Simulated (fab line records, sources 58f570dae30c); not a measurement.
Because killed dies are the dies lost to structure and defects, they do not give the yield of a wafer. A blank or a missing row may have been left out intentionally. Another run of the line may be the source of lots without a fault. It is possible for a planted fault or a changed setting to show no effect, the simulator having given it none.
Which tool is to blame? + flow berkeley_cmos170 + 14 lots with 42 wafers sampled at 4 steps, on a route of 331 steps

WHAT THE GAUGES READ, wafer by wafer
UCB170_V2_THK_MEAS_04. Usual: for V2_POLISHED_THK the level is 1000.2 nm and the standard deviation is 1.1.
| lot  | measured     | on            | V2_POLISHED_THK (nm) | flag |
|------|--------------|---------------|----------------------|------|
| L215 | day 8 15:56  | film_metro-02 | 1001.2 999.0 1001.4  |      |
| L216 | day 9 06:14  | film_metro-02 | 1000.4 999.2 1000.7  |      |
| L217 | day 9 09:35  | film_metro-03 | 1000.8 1001.3 1000.8 |      |
| L218 | day 9 09:58  | film_metro-04 | 1000.8 1000.0 1000.9 |      |
| L219 | day 9 21:06  | film_metro-03 | 1000.5 998.8 1001.2  |      |
| L221 | day 10 03:17 | film_metro-02 | 1000.6 998.9 1000.7  |      |
| L224 | day 11 01:01 | film_metro-04 | 999.2 1001.5 1000.2  |      |
| L225 | day 11 01:19 | film_metro-04 | 1000.8 999.5 1002.8  |      |
| L223 | day 11 02:10 | film_metro-03 | 999.2 1001.2 1000.1  |      |
| L233 | day 12 07:16 | film_metro-03 | 999.6 1000.2 1002.0  |      |
| L234 | day 12 15:31 | film_metro-03 | 1000.5 1001.0 1001.0 |      |
| L236 | day 13 15:10 | film_metro-02 | 1000.9 1000.0 998.5  |      |
| L238 | day 13 15:46 | film_metro-02 | 1000.6 998.6 999.5   |      |
| L235 | day 13 15:47 | film_metro-04 | 999.5 999.0 997.9    |      |

UCB170_M3_CD_MEAS_90: target cd 700 nm. Usual: cd_nm at 699 nm, with a standard deviation of 3.3.
| lot  | measured     | on        | cd_nm (nm)  | flag |
|------|--------------|-----------|-------------|------|
| L215 | day 8 20:37  | cd_sem-02 | 699 697 696 |      |
| L216 | day 9 13:21  | cd_sem-01 | 701 705 702 |      |
| L217 | day 9 14:50  | cd_sem-02 | 696 697 698 |      |
| L218 | day 9 16:36  | cd_sem-01 | 693 697 696 |      |
| L219 | day 10 03:09 | cd_sem-02 | 708 706 705 |      |
| L221 | day 10 11:43 | cd_sem-02 | 702 701 698 |      |
| L224 | day 11 05:35 | cd_sem-01 | 701 698 699 |      |
| L225 | day 11 06:18 | cd_sem-02 | 698 701 701 |      |
| L223 | day 11 07:36 | cd_sem-02 | 694 693 695 |      |
| L233 | day 12 12:27 | cd_sem-01 | 703 703 701 |      |
| L234 | day 12 22:11 | cd_sem-02 | 700 704 702 |      |
| L236 | day 13 20:28 | cd_sem-01 | 699 703 699 |      |
| L238 | day 13 20:55 | cd_sem-01 | 699 702 702 |      |
| L235 | day 13 21:30 | cd_sem-02 | 705 703 701 |      |

WHAT TOOL EACH LOT RAN ON (gives the tool, then ch and the chambers of the sampled wafers, and finally the start)
| lot  | UCB170_M2_STRIP_19                   | UCB170_M3_METAL_ETCH_18           |
|------|--------------------------------------|-----------------------------------|
| L215 | plasma_asher-03 ch 0,1, day 8 15:05  | rie_metal-04 ch 0,1, day 8 20:19  |
| L216 | plasma_asher-02 ch 0,1, day 9 05:23  | rie_metal-01 ch 1, day 9 12:52    |
| L217 | plasma_asher-01 ch 1, day 9 08:44    | rie_metal-03 ch 0,1, day 9 14:32  |
| L218 | plasma_asher-02 ch 1, day 9 09:02    | rie_metal-03 ch 0,1, day 9 16:17  |
| L219 | plasma_asher-01 ch 0,1, day 9 20:14  | rie_metal-01 ch 0,1, day 10 02:50 |
| L221 | plasma_asher-02 ch 0,1, day 10 02:26 | rie_metal-04 ch 0,1, day 10 11:20 |
| L224 | plasma_asher-02 ch 0,1, day 11 00:09 | rie_metal-01 ch 0,1, day 11 05:13 |
| L225 | plasma_asher-01 ch 0,1, day 11 00:26 | rie_metal-03 ch 0,1, day 11 06:01 |
| L223 | plasma_asher-01 ch 1, day 11 01:07   | rie_metal-03 ch 0,1, day 11 07:16 |
| L233 | plasma_asher-02 ch 0,1, day 12 06:18 | rie_metal-01 ch 0, day 12 12:08   |
| L234 | plasma_asher-01 ch 0,1, day 12 14:38 | rie_metal-04 ch 1, day 12 21:46   |
| L236 | plasma_asher-03 ch 0,1, day 13 14:18 | rie_metal-01 ch 0,1, day 13 20:10 |
| L238 | plasma_asher-03 ch 0,1, day 13 14:55 | rie_metal-01 ch 0,1, day 13 20:37 |
| L235 | plasma_asher-01 ch 0,1, day 13 14:56 | rie_metal-04 ch 1, day 13 21:01   |
- UCB170_M2_STRIP_19: strips in O2.
- UCB170_M3_METAL_ETCH_18: etches Al in Cl2/BCl3, stops on SiO2, target depth 1170 nm, time 195 s.

WHAT THE TOOLS THEMSELVES READ (means of the sampled wafers that have a number; where no wafer has one, the mark that the record gives instead)
UCB170_M2_STRIP_19. Usual: drypump_motor_current_A 5.46 A, standard deviation 0.21; o2_flow_sccm 400.0 sccm, standard deviation 1.2; oes_product_au 0.533 a.u., standard deviation 0.012.
| lot  | tool            | drypump_motor_current_A (A) | o2_flow_sccm (sccm) | oes_product_au (a.u.) | flag |
|------|-----------------|-----------------------------|---------------------|-----------------------|------|
| L215 | plasma_asher-03 | 5.60                        | 400.7               | 0.531                 |      |
| L216 | plasma_asher-02 | 5.38                        | 401.8               | 0.526                 |      |
| L217 | plasma_asher-01 | 5.78                        | 399.8               | 0.532                 |      |
| L218 | plasma_asher-02 | 5.40                        | 399.4               | 0.521                 |      |
| L219 | plasma_asher-01 | 5.30                        | 400.0               | 0.529                 |      |
| L221 | plasma_asher-02 | 5.36                        | 399.9               | 0.547                 |      |
| L224 | plasma_asher-02 | 5.39                        | 399.1               | 0.515                 |      |
| L225 | plasma_asher-01 | 5.54                        | 401.0               | 0.540                 |      |
| L223 | plasma_asher-01 | 5.81                        | 397.7               | 0.538                 |      |
| L233 | plasma_asher-02 | 5.37                        | 399.1               | 0.530                 |      |
| L234 | plasma_asher-01 | 5.29                        | 400.1               | 0.526                 |      |
| L236 | plasma_asher-03 | 5.59                        | 400.1               | 0.528                 |      |
| L238 | plasma_asher-03 | 5.61                        | 400.2               | 0.526                 |      |
| L235 | plasma_asher-01 | 5.29                        | 399.9               | 0.547                 |      |

UCB170_M3_METAL_ETCH_18. Usual: bcl3_flow_sccm 45.04 sccm, standard deviation 0.13; bias_w 120.0 W, standard deviation 0.34; drypump_motor_current_A 5.9 A, standard deviation 0.46; he_backside_leak_sccm 3.30 sccm, standard deviation 0.2; oes_product_au 0.860 a.u., standard deviation 0.011; throttle_valve_pct 24.58 %, standard deviation 0.2.
| lot  | tool         | bcl3_flow_sccm (sccm) | bias_w (W) | drypump_motor_current_A (A) | he_backside_leak_sccm (sccm) | oes_product_au (a.u.) | throttle_valve_pct (%) | flag |
|------|--------------|-----------------------|------------|-----------------------------|------------------------------|-----------------------|------------------------|------|
| L215 | rie_metal-04 | 45.09                 | 119.9      | 6.3                         | 3.08                         | 0.863                 | 24.89                  |      |
| L216 | rie_metal-01 | 45.08                 | 120.4      | 6.1                         | 3.26                         | 0.849                 | 24.44                  |      |
| L217 | rie_metal-03 | 45.00                 | 120.4      | 5.5                         | 3.45                         | 0.864                 | 24.39                  |      |
| L218 | rie_metal-03 | 44.91                 | 120.0      | 5.5                         | 3.34                         | 0.853                 | 24.40                  |      |
| L219 | rie_metal-01 | 45.07                 | 119.8      | 6.1                         | 3.42                         | 0.858                 | 24.50                  |      |
| L221 | rie_metal-04 | 45.02                 | 119.9      | 6.0                         | 3.20                         | 0.867                 | 24.91                  |      |
| L224 | rie_metal-01 | 45.03                 | 119.9      | 6.1                         | 3.31                         | 0.847                 | 24.57                  |      |
| L225 | rie_metal-03 | 45.12                 | 123.7      | 5.2                         | 3.45                         | 0.869                 | 24.41                  | OFF  |
| L223 | rie_metal-03 | 45.03                 | 123.3      | 5.5                         | 3.37                         | 0.866                 | 24.39                  | OFF  |
| L233 | rie_metal-01 | 45.13                 | 119.9      | 6.2                         | 3.20                         | 0.838                 | 24.65                  |      |
| L234 | rie_metal-04 | 45.15                 | 120.5      | 6.5                         | 3.27                         | 0.878                 | 24.86                  |      |
| L236 | rie_metal-01 | 44.90                 | 120.0      | 6.2                         | 3.54                         | 0.851                 | 24.57                  |      |
| L238 | rie_metal-01 | 45.09                 | 120.0      | 6.1                         | 3.11                         | 0.856                 | 24.49                  |      |
| L235 | rie_metal-04 | 44.98                 | 119.6      | 6.5                         | 3.29                         | 0.870                 | 24.87                  |      |

THE ANSWER, worked out from the rows above alone
Rule: a lot counts as off when the mean over its wafers that have a number is more than 3 standard deviations away from the usual mean. A lot without any number at a reading at which 4 lots or more have one is off too. The other lots that the step has rows for count as sound. After the gauges, taken in route order, come the tools' own readings; for these a lot's mean is taken, as printed above. The first step at which some lot is off is used, and at that step the reading that is off furthest; a lot without a number counts as furthest.
Off, at UCB170_M3_METAL_ETCH_18 on bias_w: L225, L223.
A tool fits if, at that step or a process step before it, it ran every lot that is off, and no sound lot after the first of them. One candidate fits, namely rie_metal-03 at UCB170_M3_METAL_ETCH_18. Its last sound lot is L218 (day 9 16:17), its first lot that is off L225 (day 11 06:01): a fault that began between those two fits.
The tool's own readings at UCB170_M3_METAL_ETCH_18 bear it out: on the lots that are off they differ by more than 5 times the standard deviation of the sound lots' means. bias_w reads 123.5 W there against 120.0 W on the sound lots.

WHAT HAD BEEN PUT IN BY THE SIMULATOR
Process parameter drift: rie_metal-03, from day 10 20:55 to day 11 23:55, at UCB170_M3_METAL_ETCH_18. Setting bias_w, moved by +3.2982, from 120. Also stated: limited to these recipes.
Struck lots among those shown: L225, L223. The rule above found the same.
